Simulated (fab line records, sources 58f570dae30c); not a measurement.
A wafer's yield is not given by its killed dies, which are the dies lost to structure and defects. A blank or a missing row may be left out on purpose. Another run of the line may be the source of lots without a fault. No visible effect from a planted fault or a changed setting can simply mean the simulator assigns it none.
Split-lot trial || flow berkeleyCmos170 || 23 wafers read from 5 lots, route of 331 steps

SPLIT DETAILS
At UCB170_M3_SPUTTER_01 (material Al, target thk 900 nm, time 120 s), the setting powerW was moved away from the recipe's 6000 W on 9 of the 23 wafers read, by +3.7% to +8.4%. The other wafers ran this setting at the recipe's value.

SPLIT TO READING: what lies between them in the file, 1 step
- UCB170_M3_RS_MEAS_02: measures by four-point-probe

THE READING
M3_AL_THK, in nm, at UCB170_M3_THK_MEAS_03 (measures by xrf). A value of 906 nm with a standard deviation of 9.4 nm is what fault-free wafers of this fab line usually give.

{"wafer": "L075.1", "tool, chamber at the split": "pvdSputter-01, -", "powerW as run, W": 6000, "against the recipe": "recipe", "M3_AL_THK, nm": 891, "against lot-mates on the recipe": "-"}
{"wafer": "L075.2", "tool, chamber at the split": "pvdSputter-01, -", "powerW as run, W": 6000, "against the recipe": "recipe", "M3_AL_THK, nm": 889, "against lot-mates on the recipe": "-"}
{"wafer": "L075.3", "tool, chamber at the split": "pvdSputter-01, -", "powerW as run, W": 6000, "against the recipe": "recipe", "M3_AL_THK, nm": 907, "against lot-mates on the recipe": "-"}
{"wafer": "L078.1", "tool, chamber at the split": "pvdSputter-02, -", "powerW as run, W": 6000, "against the recipe": "recipe", "M3_AL_THK, nm": 913, "against lot-mates on the recipe": "-"}
{"wafer": "L078.3", "tool, chamber at the split": "pvdSputter-02, -", "powerW as run, W": 6221, "against the recipe": "+3.7%", "M3_AL_THK, nm": 952, "against lot-mates on the recipe": "+40"}
{"wafer": "L078.4", "tool, chamber at the split": "pvdSputter-02, -", "powerW as run, W": 6000, "against the recipe": "recipe", "M3_AL_THK, nm": 917, "against lot-mates on the recipe": "-"}
{"wafer": "L078.5", "tool, chamber at the split": "pvdSputter-02, -", "powerW as run, W": 6000, "against the recipe": "recipe", "M3_AL_THK, nm": 906, "against lot-mates on the recipe": "-"}
{"wafer": "L078.6", "tool, chamber at the split": "pvdSputter-02, -", "powerW as run, W": 6221, "against the recipe": "+3.7%", "M3_AL_THK, nm": 946, "against lot-mates on the recipe": "+34"}
{"wafer": "L079.1", "tool, chamber at the split": "pvdSputter-01, -", "powerW as run, W": 6000, "against the recipe": "recipe", "M3_AL_THK, nm": 923, "against lot-mates on the recipe": "-"}
{"wafer": "L079.2", "tool, chamber at the split": "pvdSputter-01, -", "powerW as run, W": 6267, "against the recipe": "+4.4%", "M3_AL_THK, nm": 949, "against lot-mates on the recipe": "+30"}
{"wafer": "L079.3", "tool, chamber at the split": "pvdSputter-01, -", "powerW as run, W": 6267, "against the recipe": "+4.4%", "M3_AL_THK, nm": 951, "against lot-mates on the recipe": "+32"}
{"wafer": "L079.5", "tool, chamber at the split": "pvdSputter-01, -", "powerW as run, W": 6267, "against the recipe": "+4.4%", "M3_AL_THK, nm": 954, "against lot-mates on the recipe": "+36"}
{"wafer": "L079.6", "tool, chamber at the split": "pvdSputter-01, -", "powerW as run, W": 6000, "against the recipe": "recipe", "M3_AL_THK, nm": 914, "against lot-mates on the recipe": "-"}
{"wafer": "L081.1", "tool, chamber at the split": "pvdSputter-02, -", "powerW as run, W": 6476, "against the recipe": "+7.9%", "M3_AL_THK, nm": 961, "against lot-mates on the recipe": "+61"}
{"wafer": "L081.2", "tool, chamber at the split": "pvdSputter-02, -", "powerW as run, W": 6000, "against the recipe": "recipe", "M3_AL_THK, nm": 901, "against lot-mates on the recipe": "-"}
{"wafer": "L081.3", "tool, chamber at the split": "pvdSputter-02, -", "powerW as run, W": 6000, "against the recipe": "recipe", "M3_AL_THK, nm": 899, "against lot-mates on the recipe": "-"}
{"wafer": "L081.4", "tool, chamber at the split": "pvdSputter-02, -", "powerW as run, W": 6476, "against the recipe": "+7.9%", "M3_AL_THK, nm": 982, "against lot-mates on the recipe": "+82"}
{"wafer": "L081.5", "tool, chamber at the split": "pvdSputter-02, -", "powerW as run, W": 6000, "against the recipe": "recipe", "M3_AL_THK, nm": 900, "against lot-mates on the recipe": "-"}
{"wafer": "L085.1", "tool, chamber at the split": "pvdSputter-01, -", "powerW as run, W": 6000, "against the recipe": "recipe", "M3_AL_THK, nm": 900, "against lot-mates on the recipe": "-"}
{"wafer": "L085.3", "tool, chamber at the split": "pvdSputter-01, -", "powerW as run, W": 6503, "against the recipe": "+8.4%", "M3_AL_THK, nm": 978, "against lot-mates on the recipe": "+82"}
{"wafer": "L085.4", "tool, chamber at the split": "pvdSputter-01, -", "powerW as run, W": 6503, "against the recipe": "+8.4%", "M3_AL_THK, nm": 988, "against lot-mates on the recipe": "+92"}
{"wafer": "L085.5", "tool, chamber at the split": "pvdSputter-01, -", "powerW as run, W": 6000, "against the recipe": "recipe", "M3_AL_THK, nm": 888, "against lot-mates on the recipe": "-"}
{"wafer": "L085.6", "tool, chamber at the split": "pvdSputter-01, -", "powerW as run, W": 6000, "against the recipe": "recipe", "M3_AL_THK, nm": 900, "against lot-mates on the recipe": "-"}

THE FIT
A straight line over all 23 wafers: M3_AL_THK changes by +9.42 nm for each +1% of powerW; r = +0.95; the points scatter about the line by 10 nm.
The same after taking each lot's own level away (the mean of its wafers on the recipe; 23 wafers): +9.46 nm for each +1%; r = +0.97; scatter 7.2 nm.
According to that fit, moving powerW by its largest amount changes the reading by 79 nm.
Across the lots, their own levels run from 895.7 to 918.5 nm, a range of 2.4 times the standard deviation given above.
So the lot-to-lot level changes the slope little: the two slopes agree.
Check: +77.8 nm against its lot-mates is what the line predicts for one of the wafers moved furthest among these (+8.4%) when that wafer is left out of the fit. Against them it came out at +82 nm.

OTHER SPLITS ON THESE WAFERS
Before the reading, these wafers also passed through other splits. Each is held against what the fit with the lots' levels taken away leaves over:
{"other split on the same wafers": "UCB170_M1_SPUTTER_00 powerW", "wafers away from the commonest value": 6, "r with M3_AL_THK (lot level and that fit taken away)": "+0.23"}
{"other split on the same wafers": "UCB170_V1_CVD_00 timeS", "wafers away from the commonest value": 6, "r with M3_AL_THK (lot level and that fit taken away)": -0.14}
{"other split on the same wafers": "UCB170_M2_SPUTTER_01 timeS", "wafers away from the commonest value": 10, "r with M3_AL_THK (lot level and that fit taken away)": -0.36}
{"other split on the same wafers": "UCB170_M2_METAL_ETCH_18 timeS", "wafers away from the commonest value": 11, "r with M3_AL_THK (lot level and that fit taken away)": "+0.14"}

THE WHOLE CHAIN: every reading that the file lists as answering this split, in the file's order
{"step": "UCB170_M3_SPUTTER_01", "what it does": "material Al, target thk 900 nm, time 120 s", "reading": "Al_of_M3_SPUTTER_01.thkNm (the simulator's own value, which no gauge read)", "change (the file's fit)": "+9.23 nm for each +1% of the setting", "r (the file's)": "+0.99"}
{"step": "UCB170_M3_RS_MEAS_02", "what it does": "measures by four-point-probe", "reading": "M3_AL_RS", "change (the file's fit)": "-0.000318 for each +1% of the setting", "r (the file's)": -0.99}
{"step": "UCB170_M3_THK_MEAS_03", "what it does": "measures by xrf", "reading": "M3_AL_THK", "change (the file's fit)": "+9.5 for each +1% of the setting", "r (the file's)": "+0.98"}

FILE'S OWN FIT
M3_AL_THK changes by +9.5 nm for each +1% of powerW, r = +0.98.
